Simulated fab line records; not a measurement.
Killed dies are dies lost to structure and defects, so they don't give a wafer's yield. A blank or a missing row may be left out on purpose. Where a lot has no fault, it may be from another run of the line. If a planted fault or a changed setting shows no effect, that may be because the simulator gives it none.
fab line records	flow berkeley_cmos170
record: lots: 6	wafers: 18	last_day: 11
route steps=331 shown GATE@129
lots that met no fault: taken from a fault-free run of the same line
start_h: start of the lot's first displayed wafer, in hours after the record's first day	wait_h: hours from the lot's prior step to this one	" identical to the entry in the row above	L1.1+2: a row that stands for several wafers	- no value, or no start given	* or withheld: withheld	< > ~ a bound
route shown NAME@n: a module of which the file shows steps, and the number in the route of the first	usual: the fault-free wafers' mean and standard deviation	same: alike in all rows	chamber/n: place in a boat	sites: per-site readings	_std_site: standard deviation of those values	_edge_site: mean of outer sites minus mean of inner sites	radius_mm: how far each site lies from the wafer's centre	mask NAME#n: copy n	behind: the last tool/chamber to shape the wafer	hold: why the lot was held/for how many hours/how that ended	device: transistor that didn't switch, given as n, p or np	end of line: the same wafers' tests at the end of the route	for a step that has no rows: nothing shown but its recipe	killed: dies lost to structure and defects at the first sort, not the wafer's yield	map: the dies of a wafer, with x for killed, . for not killed, _ for no die there
set.NAME: the run value of the setting; set.NAME@STEP: its run value at that earlier step	model.NAME: the simulator's own value behind a step, which no gauge read
a table for each step, a row for each wafer; lots at some steps of the route
services: the hour from which a tool's chamber was out of use, counted from the record's first day as start_h (under 0 if before that day), plus the number of hours and why
== steps ==
step: UCB170_GATE_ANNEAL_03
recipe: temp_c: 900	time_s: 1800	ambient: N2
step: UCB170_GATE_CVD_04
recipe: material: poly-Si	temp_c: 610	precursor: SiH4	time_s: 1440	pressure_mtorr: 375	target_thk_nm: 214	sih4_flow_sccm: 120
step: UCB170_GATE_THK_MEAS_05
recipe: reads: poly-Si_of_GATE_CVD_04
usual: GATE_POLY_THK: 214.7/1.9
lot.wafer	tool	chamber	start_h	wait_h	GATE_POLY_THK[nm]
L957.1	film_metro-03	-	116.81	0.0	213.4
L957.2	"	-	"	"	214.3
L957.4	"	-	"	"	211.6
L959.1	film_metro-03	-	146.83	0.0	212.2
L959.2	"	-	"	"	213.3
L959.6	"	-	"	"	211.3
L965.1	film_metro-04	-	177.39	0.0	218.7
L965.4	"	-	"	"	217.7
L965.6	"	-	"	"	218.3
L972.1	film_metro-03	-	199.07	0.0	218.5
L972.2	"	-	"	"	216.1
L972.6	"	-	"	"	218.4
L976.1	film_metro-02	-	212.80	0.0	216.2
L976.5	"	-	"	"	215.2
L976.6	"	-	"	"	213.6
L977.1	film_metro-02	-	223.28	0.1	211.2
L977.3	"	-	"	"	213.3
L977.5	"	-	"	"	213.7
step: UCB170_GATE_COAT_06
recipe: resist: BARC	temp_c: withheld	time_s: withheld	spin_rpm: 3000	resist_thk_nm: withheld
step: UCB170_GATE_COAT_07
recipe: resist: KrF	spin_rpm: 1500	resist_thk_nm: 900
step: UCB170_GATE_SOFTBAKE_08
recipe: resist: KrF	temp_c: 130	time_s: 60
step: UCB170_GATE_EXPOSE_09
recipe: mask_id: POLY	target_cd_nm: 350	na: 0.5	sigma_outer: 0.6	source_shape: conventional	dose_mj: 21
step: UCB170_GATE_PEB_10
recipe: peb_temp_c: 130	peb_time_s: withheld	resist: KrF
step: UCB170_GATE_DEVELOP_11
recipe: developer: TMAH	develop_time_s: 45	resist: KrF	dev_temp_c: 21
step: UCB170_GATE_CD_MEAS_12
recipe: target_cd_nm: 350
usual: cd_nm: 350.1/1.4
lot.wafer	tool	chamber	start_h	wait_h	cd_nm
L957.1	cd_sem-02	-	117.82	-	348.6
L957.2	"	-	"	"	349.0
L957.4	"	-	"	"	349.6
L959.1	cd_sem-02	-	148.51	-	347.1
L959.2	"	-	"	"	348.1
L959.6	"	-	"	"	348.1
L965.1	cd_sem-01	-	178.78	-	350.4
L965.4	"	-	"	"	350.8
L965.6	"	-	"	"	351.6
L972.1	cd_sem-02	-	201.52	-	352.1
L972.2	"	-	"	"	351.8
L972.6	"	-	"	"	350.6
L976.1	cd_sem-01	-	215.29	-	352.2
L976.5	"	-	"	"	352.6
L976.6	"	-	"	"	354.1
L977.1	cd_sem-01	-	225.92	-	349.8
L977.3	"	-	"	"	350.0
L977.5	"	-	"	"	351.6
step: UCB170_GATE_OVL_MEAS_13
usual: GATE_OVL: -3/4.5
lot.wafer	tool	chamber	start_h	wait_h	GATE_OVL[nm]
L957.1	overlay-02	-	117.94	0.1	5
L957.2	"	-	"	"	-3
L957.4	"	-	"	"	4
L959.1	overlay-02	-	148.63	0.1	-3
L959.2	"	-	"	"	-1
L959.6	"	-	"	"	1
L965.1	overlay-02	-	178.90	0.1	-6
L965.4	"	-	"	"	-6
L965.6	"	-	"	"	-5
L972.1	overlay-02	-	201.64	0.1	-2
L972.2	"	-	"	"	0
L972.6	"	-	"	"	-5
L976.1	overlay-02	-	215.41	0.1	-2
L976.5	"	-	"	"	-11
L976.6	"	-	"	"	-9
L977.1	overlay-02	-	226.04	0.1	0
L977.3	"	-	"	"	-7
L977.5	"	-	"	"	-7
step: UCB170_GATE_ETCH_14
recipe: chemistry: N2/H2	target_depth_a: withheld	overetch_a: withheld	target: BARC	time_s: withheld	source_w: 500	bias_w: 100	pressure_mtorr: 30	n2_flow_sccm: 100	h2_flow_sccm: 200
usual: bias_w: 100.00/0.27	chamber_pressure_mTorr: 29.997/0.029	drypump_motor_current_A: 5.8/0.5	oes_product_au: 0.997/0.017	throttle_valve_pct: 13.23/0.17
lot.wafer	tool	chamber	start_h	wait_h	bias_w	chamber_pressure_mTorr	drypump_motor_current_A	oes_product_au	throttle_valve_pct
L957.1	rie_diel-01	0	117.98	0.0	99.72	29.991	5.4	0.995	13.09
L957.2	"	3	"	"	99.71	30.024	4.7	1.019	13.40
L957.4	"	1	"	"	100.36	30.011	5.9	0.979	13.26
L959.1	rie_diel-01	0	148.67	0.0	99.84	30.060	5.4	1.001	13.09
L959.2	"	1	"	"	99.85	29.991	5.9	0.986	13.26
L959.6	"	1	"	"	99.50	29.954	6.0	0.994	13.26
L965.1	rie_diel-04	2	178.94	0.0	100.20	30.000	5.9	0.983	13.08
L965.4	"	0	"	"	99.93	29.976	5.4	1.034	13.50
L965.6	"	1	"	"	100.03	30.013	5.5	1.024	13.12
L972.1	rie_diel-03	0	201.68	0.0	99.97	30.036	6.4	0.984	13.12
L972.2	"	3	"	"	99.90	29.987	6.1	1.001	13.32
L972.6	"	1	"	"	100.03	30.073	6.0	0.997	13.31
L976.1	rie_diel-04	2	215.45	0.0	99.98	30.035	5.9	0.997	13.09
L976.5	"	2	"	"	99.90	29.996	6.0	0.992	13.09
L976.6	"	3	"	"	100.26	29.978	5.2	1.001	13.16
L977.1	rie_diel-04	3	226.08	0.0	99.96	30.050	5.2	1.003	13.16
L977.3	"	1	"	"	100.31	29.995	5.4	1.015	13.12
L977.5	"	3	"	"	100.19	29.995	5.2	1.008	13.15
step: UCB170_GATE_ETCH_15
recipe: chemistry: HBr/Cl2	target: poly-Si	stop_on: SiO2	over_etch_frac: 0.3	icp_w: 300	bias_w: 150	time_s: 56.3	pressure_mtorr: 15	HBr_flow_sccm: 150	Cl2_flow_sccm: 50	target_depth_a: 2782
usual: HBr_flow_sccm: 150.0/0.44	bias_w: 150.0/0.42	drypump_motor_current_A: 5.58/0.26	oes_product_au: 0.835/0.017	throttle_valve_pct: 26.32/0.22
lot.wafer	tool	chamber	start_h	wait_h	HBr_flow_sccm	bias_w	drypump_motor_current_A	oes_product_au	rf_hours_counter_h	throttle_valve_pct	model.KrF_of_GATE_COAT_07.thk_nm
L957.1	rie_si-01	0	118.02	-	149.9	149.3	5.15	0.851	0	25.93	773.1
L957.2	"	2	"	"	149.5	149.9	5.70	0.804	49	26.05	775.9
L957.4	"	1	"	"	150.0	149.8	5.57	0.828	38	26.48	778.1
L959.1	rie_si-01	2	148.71	-	149.0	150.0	5.67	0.790	49	26.06	773.5
L959.2	"	3	"	"	149.8	149.8	5.93	0.820	56	26.48	776.9
L959.6	"	2	"	"	150.3	150.0	5.70	0.794	-	26.05	776.7
L965.1	rie_si-01	2	178.98	-	-	-	-	-	-	-	890.4
L965.4	"	3	"	"	-	-	-	-	-	-	890.9
L965.6	"	2	"	"	-	-	-	-	-	-	891.3
L972.1	rie_si-02	2	201.72	-	-	-	-	-	-	-	893.9
L972.2	"	0	"	"	-	-	-	-	-	-	892.1
L972.6	"	0	"	"	-	-	-	-	-	-	891.6
L976.1	rie_si-02	1	215.49	-	149.9	149.8	6.03	0.853	1	26.50	774.7
L976.5	"	0	"	"	150.2	149.8	5.42	0.842	-	26.38	781.4
L976.6	"	1	"	"	149.7	149.5	6.03	0.851	-	26.52	773.2
L977.1	rie_si-01	2	226.12	-	149.3	149.7	5.69	0.803	50	26.06	776.8
L977.3	"	3	"	"	149.0	150.1	5.90	0.824	56	26.48	773.5
L977.5	"	0	"	"	150.4	150.2	5.18	0.845	-	25.91	775.3
step: UCB170_GATE_STRIP_16
recipe: chemistry: O2	power_w: 400	pressure_mtorr: 3500	platen_temp_c: withheld	o2_flow_sccm: 400	overash_fraction: 0.5
usual: drypump_motor_current_A: 5.7/0.34	o2_flow_sccm: 400.1/1.1	oes_product_au: 0.724/0.0044
lot.wafer	tool	chamber	start_h	wait_h	drypump_motor_current_A	o2_flow_sccm	oes_product_au	rf_hours_counter_h
L957.1	plasma_asher-03	1	118.07	0.0	5.7	400.0	0.728	33
L957.2	"	0	"	"	6.1	400.3	0.729	33
L957.4	"	1	"	"	5.7	401.6	0.723	-
L959.1	plasma_asher-03	1	148.76	0.0	5.7	401.4	0.731	37
L959.2	"	0	"	"	6.2	400.3	0.722	37
L959.6	"	0	"	"	6.2	400.3	0.725	-
L965.1	plasma_asher-02	0	179.03	0.0	5.3	396.2	0.721	47
L965.4	"	0	"	"	5.3	398.3	0.721	-
L965.6	"	0	"	"	5.3	398.9	0.730	-
L972.1	plasma_asher-02	0	201.77	0.0	5.3	400.0	0.724	50
L972.2	"	1	"	"	5.3	400.1	0.726	50
L972.6	"	1	"	"	5.3	400.0	0.723	-
L976.1	plasma_asher-04	1	215.54	0.0	5.9	398.4	0.725	53
L976.5	"	0	"	"	6.1	400.3	0.723	-
L976.6	"	1	"	"	5.8	400.3	0.725	-
L977.1	plasma_asher-03	1	226.17	0.0	5.7	400.5	0.723	45
L977.3	"	1	"	"	5.6	401.7	0.718	-
L977.5	"	1	"	"	5.7	400.9	0.720	-
step: UCB170_GATE_CD_MEAS_90
recipe: target_cd_nm: 350
usual: cd_nm: 350.5/1.5
lot.wafer	tool	chamber	start_h	wait_h	cd_nm
L957.1	cd_sem-02	-	118.17	0.1	349.0
L957.2	"	-	"	"	350.0
L957.4	"	-	"	"	350.2
L959.1	cd_sem-01	-	148.94	0.2	347.4
L959.2	"	-	"	"	349.5
L959.6	"	-	"	"	349.8
L965.1	cd_sem-01	-	179.13	0.1	-
L965.4	"	-	"	"	-
L965.6	"	-	"	"	-
L972.1	cd_sem-02	-	202.12	0.3	-
L972.2	"	-	"	"	-
L972.6	"	-	"	"	-
L976.1	cd_sem-02	-	215.64	0.1	352.3
L976.5	"	-	"	"	352.3
L976.6	"	-	"	"	354.0
L977.1	cd_sem-01	-	226.32	0.1	350.3
L977.3	"	-	"	"	351.1
L977.5	"	-	"	"	351.3
step: UCB170_GATE_CLEAN_17
recipe: chemistry: SPM	temp_c: 120	time_s: 600
== services ==
tool	chamber	start_h	hours	kind
plasma_asher-03	-	102.92	2.8	pm
rie_diel-01	-	103.28	14.6	pm
rie_diel-01	-	123.40	2.8	pm
rie_diel-04	0	127.66	2.3	repair
rie_diel-01	3	151.80	3.4	repair
rie_diel-01	3	158.93	10.0	repair
rie_si-02	1	188.87	5.2	repair
plasma_asher-03	-	190.59	2.2	repair
rie_si-01	-	202.81	0.3	repair
plasma_asher-04	-	208.72	2.0	repair
plasma_asher-03	-	216.96	1.2	repair
== key ==
first_sign: step: UCB170_GATE_ETCH_15	reading: tool_record	direction: missing
effect: step: UCB170_GATE_CD_MEAS_90	reading: cd_nm	direction: missing
model_effect: step: UCB170_GATE_ETCH_15	value: KrF_of_GATE_COAT_07.thk_nm	without: 783.4	struck: 891.7
met_at UCB170_GATE_ETCH_15
struck_wafers L965.1,L965.4,L965.6,L972.1,L972.2,L972.6
later_rows_left_out L965.1,L965.4,L965.6,L972.1,L972.2,L972.6
sort_left_out L965.1,L965.4,L965.6,L972.1,L972.2,L972.6
tester_left_out L965,L972
onset_between 148.71 178.98
fault: kind: skipped_step_whole	tool: rie_si-01,rie_si-02	chamber: -	onset_h: 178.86	steps: UCB170_GATE_ETCH_15	scope: struck_lots_only
tester_left_out: of these lots the tester's yield and bins aren't shown, on N5 and GAA mostly nor the transistor test; their killed dies are dies lost to structure and defects alone, not to doping, threshold or leakage, so they don't give the yield
sort_left_out: the simulated sort isn't trusted on such a fault, so these wafers' sort isn't shown, and their yield isn't known
later_rows_left_out: the simulator's readings of these wafers behind a module that went badly wrong aren't trusted and aren't shown, but for the sort
